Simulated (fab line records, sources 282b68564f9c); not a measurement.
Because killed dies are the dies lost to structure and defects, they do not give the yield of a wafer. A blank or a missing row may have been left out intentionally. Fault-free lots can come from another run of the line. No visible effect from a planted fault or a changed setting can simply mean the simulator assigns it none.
fab line records :: flow rit-cmos
record
  lots=15
  wafers=45
  last-day=7
route steps=202 shown CONTACT@173
lots that met no fault: taken from a fault-free run of the same line
start-h: hours from the record's opening day to when the first of the lot's shown wafers began :: wait-h: how many hours have passed since the lot's step before this one :: " unchanged from the row above :: L1.1+2: one row covering several wafers at once :: - either no value or no given start :: * or withheld: withheld :: < > ~ a bound
route shown NAME@n: a module of which the file shows steps, and the number in the route of the first :: usual: average and standard deviation across the fault-free wafers :: same: alike in all rows :: chamber/n: place in a boat :: sites: the reading at each site :: _std_site: their standard deviation :: _edge_site: inner sites' mean taken away from outer sites' mean :: radius-mm: how far each site lies from the wafer's centre :: mask NAME#n: copy n :: behind: the last tool/chamber to shape the wafer :: hold: what put the lot on hold/how long, in hours/how the hold closed :: device: which transistor (n, p or np) failed to switch :: end of line: at the end of the route, the tests of the same wafers :: where a step has no rows: the recipe by itself :: killed: at the first sort, the dies lost to defects and structure; wafer yield is something else :: map: a wafer's dies, marking killed ones x, the rest . and places with no die _
set.NAME: the run value of the setting; set.NAME@STEP: its run value at that earlier step :: model.NAME: the simulator's own value behind a step, which no gauge read
a sample of lots followed through the steps of the route, with each step as a table and each wafer as a row
services: a tool's chamber out of use, with start hour (start-h, from the record's first day; less than 0 if before it), hours out, and reason
## steps
# step RIT_CONTACT_EXPOSE_05
# recipe
  mask-id=M11
  na=0.6
  source-shape=conventional
  sigma-outer=0.5
  target-cd-nm=1000
  dose-mj=250
# usual
  exposure-dose-mJ-cm2=249.99/0.3
  focus-offset-nm=0.0/0.63
lot.wafer: L871.3
tool: iline-stepper-01
chamber: 0
start-h: 54.20
wait-h: 0.2
mask: M11#0
exposure-dose-mJ-cm2: 250.08
focus-offset-nm: -0.6

lot.wafer: L871.4
tool: iline-stepper-01
chamber: 0
start-h: 54.20
wait-h: 0.2
mask: M11#0
exposure-dose-mJ-cm2: 250.27
focus-offset-nm: 0.1

lot.wafer: L871.5
tool: iline-stepper-01
chamber: 0
start-h: 54.20
wait-h: 0.2
mask: M11#0
exposure-dose-mJ-cm2: 250.47
focus-offset-nm: -0.5

lot.wafer: L872.1
tool: iline-stepper-02
chamber: 0
start-h: 56.22
wait-h: 0.2
mask: M11#0
exposure-dose-mJ-cm2: 249.56
focus-offset-nm: -0.3

lot.wafer: L872.5
tool: iline-stepper-02
chamber: 0
start-h: 56.22
wait-h: 0.2
mask: M11#0
exposure-dose-mJ-cm2: 250.26
focus-offset-nm: 0.3

lot.wafer: L872.6
tool: iline-stepper-02
chamber: 0
start-h: 56.22
wait-h: 0.2
mask: M11#0
exposure-dose-mJ-cm2: 250.23
focus-offset-nm: -0.7

lot.wafer: L873.1
tool: iline-stepper-02
chamber: 0
start-h: 62.60
wait-h: 0.1
mask: M11#0
exposure-dose-mJ-cm2: 250.37
focus-offset-nm: 0.2

lot.wafer: L873.5
tool: iline-stepper-02
chamber: 0
start-h: 62.60
wait-h: 0.1
mask: M11#0
exposure-dose-mJ-cm2: 249.96
focus-offset-nm: 0.2

lot.wafer: L873.6
tool: iline-stepper-02
chamber: 0
start-h: 62.60
wait-h: 0.1
mask: M11#0
exposure-dose-mJ-cm2: 250.14
focus-offset-nm: 0.2

lot.wafer: L875.1
tool: iline-stepper-02
chamber: 0
start-h: 72.92
wait-h: 0.2
mask: M11#0
exposure-dose-mJ-cm2: 250.47
focus-offset-nm: -1.1

lot.wafer: L875.2
tool: iline-stepper-02
chamber: 0
start-h: 72.92
wait-h: 0.2
mask: M11#0
exposure-dose-mJ-cm2: 250.40
focus-offset-nm: -0.5

lot.wafer: L875.5
tool: iline-stepper-02
chamber: 0
start-h: 72.92
wait-h: 0.2
mask: M11#0
exposure-dose-mJ-cm2: 250.02
focus-offset-nm: -0.6

lot.wafer: L876.2
tool: iline-stepper-01
chamber: 0
start-h: 76.60
wait-h: 0.2
mask: M11#0
exposure-dose-mJ-cm2: 250.29
focus-offset-nm: 0.0

lot.wafer: L876.5
tool: iline-stepper-01
chamber: 0
start-h: 76.60
wait-h: 0.2
mask: M11#0
exposure-dose-mJ-cm2: 250.39
focus-offset-nm: 0.3

lot.wafer: L876.6
tool: iline-stepper-01
chamber: 0
start-h: 76.60
wait-h: 0.2
mask: M11#0
exposure-dose-mJ-cm2: 250.09
focus-offset-nm: 0.3

lot.wafer: L877.2
tool: iline-stepper-02
chamber: 0
start-h: 80.30
wait-h: 0.2
mask: M11#0
exposure-dose-mJ-cm2: 250.01
focus-offset-nm: -0.4

lot.wafer: L877.3
tool: iline-stepper-02
chamber: 0
start-h: 80.30
wait-h: 0.2
mask: M11#0
exposure-dose-mJ-cm2: 249.92
focus-offset-nm: 0.5

lot.wafer: L877.6
tool: iline-stepper-02
chamber: 0
start-h: 80.30
wait-h: 0.2
mask: M11#0
exposure-dose-mJ-cm2: 249.81
focus-offset-nm: 0.9

lot.wafer: L878.3
tool: iline-stepper-01
chamber: 0
start-h: 86.83
wait-h: 0.2
mask: M11#0
exposure-dose-mJ-cm2: 250.32
focus-offset-nm: -0.3

lot.wafer: L878.5
tool: iline-stepper-01
chamber: 0
start-h: 86.83
wait-h: 0.2
mask: M11#0
exposure-dose-mJ-cm2: 250.77
focus-offset-nm: -0.2

lot.wafer: L878.6
tool: iline-stepper-01
chamber: 0
start-h: 86.83
wait-h: 0.2
mask: M11#0
exposure-dose-mJ-cm2: 250.54
focus-offset-nm: 0.1

lot.wafer: L881.1
tool: iline-stepper-01
chamber: 0
start-h: 101.70
wait-h: 0.1
mask: M11#0
exposure-dose-mJ-cm2: 250.52
focus-offset-nm: 0.4

lot.wafer: L881.4
tool: iline-stepper-01
chamber: 0
start-h: 101.70
wait-h: 0.1
mask: M11#0
exposure-dose-mJ-cm2: 250.28
focus-offset-nm: 0.5

lot.wafer: L881.6
tool: iline-stepper-01
chamber: 0
start-h: 101.70
wait-h: 0.1
mask: M11#0
exposure-dose-mJ-cm2: 250.29
focus-offset-nm: 0.5

lot.wafer: L882.2
tool: iline-stepper-02
chamber: 0
start-h: 106.94
wait-h: 0.2
mask: M11#0
exposure-dose-mJ-cm2: 250.24
focus-offset-nm: 0.9

lot.wafer: L882.3
tool: iline-stepper-02
chamber: 0
start-h: 106.94
wait-h: 0.2
mask: M11#0
exposure-dose-mJ-cm2: 249.89
focus-offset-nm: 0.9

lot.wafer: L882.6
tool: iline-stepper-02
chamber: 0
start-h: 106.94
wait-h: 0.2
mask: M11#0
exposure-dose-mJ-cm2: 250.06
focus-offset-nm: -0.1

lot.wafer: L883.1
tool: iline-stepper-02
chamber: 0
start-h: 110.63
wait-h: 0.1
mask: M11#0
exposure-dose-mJ-cm2: 250.32
focus-offset-nm: 0.3

lot.wafer: L883.2
tool: iline-stepper-02
chamber: 0
start-h: 110.63
wait-h: 0.1
mask: M11#0
exposure-dose-mJ-cm2: 250.14
focus-offset-nm: 0.6

lot.wafer: L883.5
tool: iline-stepper-02
chamber: 0
start-h: 110.63
wait-h: 0.1
mask: M11#0
exposure-dose-mJ-cm2: 250.08
focus-offset-nm: -0.5

lot.wafer: L885.1
tool: iline-stepper-01
chamber: 0
start-h: 121.96
wait-h: 0.2
mask: M11#0
exposure-dose-mJ-cm2: 249.65
focus-offset-nm: -1.7

lot.wafer: L885.3
tool: iline-stepper-01
chamber: 0
start-h: 121.96
wait-h: 0.2
mask: M11#0
exposure-dose-mJ-cm2: 249.64
focus-offset-nm: -0.5

lot.wafer: L885.4
tool: iline-stepper-01
chamber: 0
start-h: 121.96
wait-h: 0.2
mask: M11#0
exposure-dose-mJ-cm2: 249.60
focus-offset-nm: -0.7

lot.wafer: L891.1
tool: iline-stepper-02
chamber: 0
start-h: 152.53
wait-h: 0.2
mask: M11#0
exposure-dose-mJ-cm2: 249.57
focus-offset-nm: -1.0

lot.wafer: L891.2
tool: iline-stepper-02
chamber: 0
start-h: 152.53
wait-h: 0.2
mask: M11#0
exposure-dose-mJ-cm2: 249.27
focus-offset-nm: -0.6

lot.wafer: L891.6
tool: iline-stepper-02
chamber: 0
start-h: 152.53
wait-h: 0.2
mask: M11#0
exposure-dose-mJ-cm2: 249.72
focus-offset-nm: -0.1

lot.wafer: L892.1
tool: iline-stepper-02
chamber: -
start-h: 155.79
wait-h: 0.1
mask: M11#0
exposure-dose-mJ-cm2: -
focus-offset-nm: -

lot.wafer: L892.3
tool: iline-stepper-02
chamber: -
start-h: 155.79
wait-h: 0.1
mask: M11#0
exposure-dose-mJ-cm2: -
focus-offset-nm: -

lot.wafer: L892.5
tool: iline-stepper-02
chamber: -
start-h: 155.79
wait-h: 0.1
mask: M11#0
exposure-dose-mJ-cm2: -
focus-offset-nm: -

lot.wafer: L893.2
tool: iline-stepper-02
chamber: -
start-h: 160.75
wait-h: 0.1
mask: M11#0
exposure-dose-mJ-cm2: -
focus-offset-nm: -

lot.wafer: L893.4
tool: iline-stepper-02
chamber: -
start-h: 160.75
wait-h: 0.1
mask: M11#0
exposure-dose-mJ-cm2: -
focus-offset-nm: -

lot.wafer: L893.6
tool: iline-stepper-02
chamber: -
start-h: 160.75
wait-h: 0.1
mask: M11#0
exposure-dose-mJ-cm2: -
focus-offset-nm: -

lot.wafer: L894.1
tool: iline-stepper-02
chamber: -
start-h: 165.36
wait-h: 0.1
mask: M11#0
exposure-dose-mJ-cm2: -
focus-offset-nm: -

lot.wafer: L894.2
tool: iline-stepper-02
chamber: -
start-h: 165.36
wait-h: 0.1
mask: M11#0
exposure-dose-mJ-cm2: -
focus-offset-nm: -

lot.wafer: L894.3
tool: iline-stepper-02
chamber: -
start-h: 165.36
wait-h: 0.1
mask: M11#0
exposure-dose-mJ-cm2: -
focus-offset-nm: -
## services
tool: iline-stepper-02
chamber: -
start-h: 48.99
hours: 1.7
kind: pm

tool: iline-stepper-01
chamber: -
start-h: 105.04
hours: 1.3
kind: repair
## key
first-sign
  step=RIT_CONTACT_EXPOSE_05
  reading=tool-record
  direction=missing
effect none on later readings
met-at RIT_CONTACT_EXPOSE_05
struck-lots L892,L893,L894
later-rows-left-out L892.1,L892.3,L892.5,L893.2,L893.4,L893.6,L894.1,L894.2,L894.3
sort-left-out L892.1,L892.3,L892.5,L893.2,L893.4,L893.6,L894.1,L894.2,L894.3
tester-left-out L892,L893,L894
onset-between 152.53 155.79
fault
  kind=skipped-step-whole
  tool=iline-stepper-02
  chamber=-
  onset-h=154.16
  steps=RIT_CONTACT_EXPOSE_05
  scope=struck-lots-only
# tester-left-out: of these lots the tester's yield and bins aren't shown, on N5 and GAA mostly nor the transistor test; their killed dies are dies lost to structure and defects alone, not to doping, threshold or leakage, so they don't give the yield
# sort-left-out: the simulated sort isn't trusted on such a fault, so these wafers' sort isn't shown, and their yield isn't known
# later-rows-left-out: the simulator's readings of these wafers behind a module that went badly wrong aren't trusted and aren't shown, but for the sort
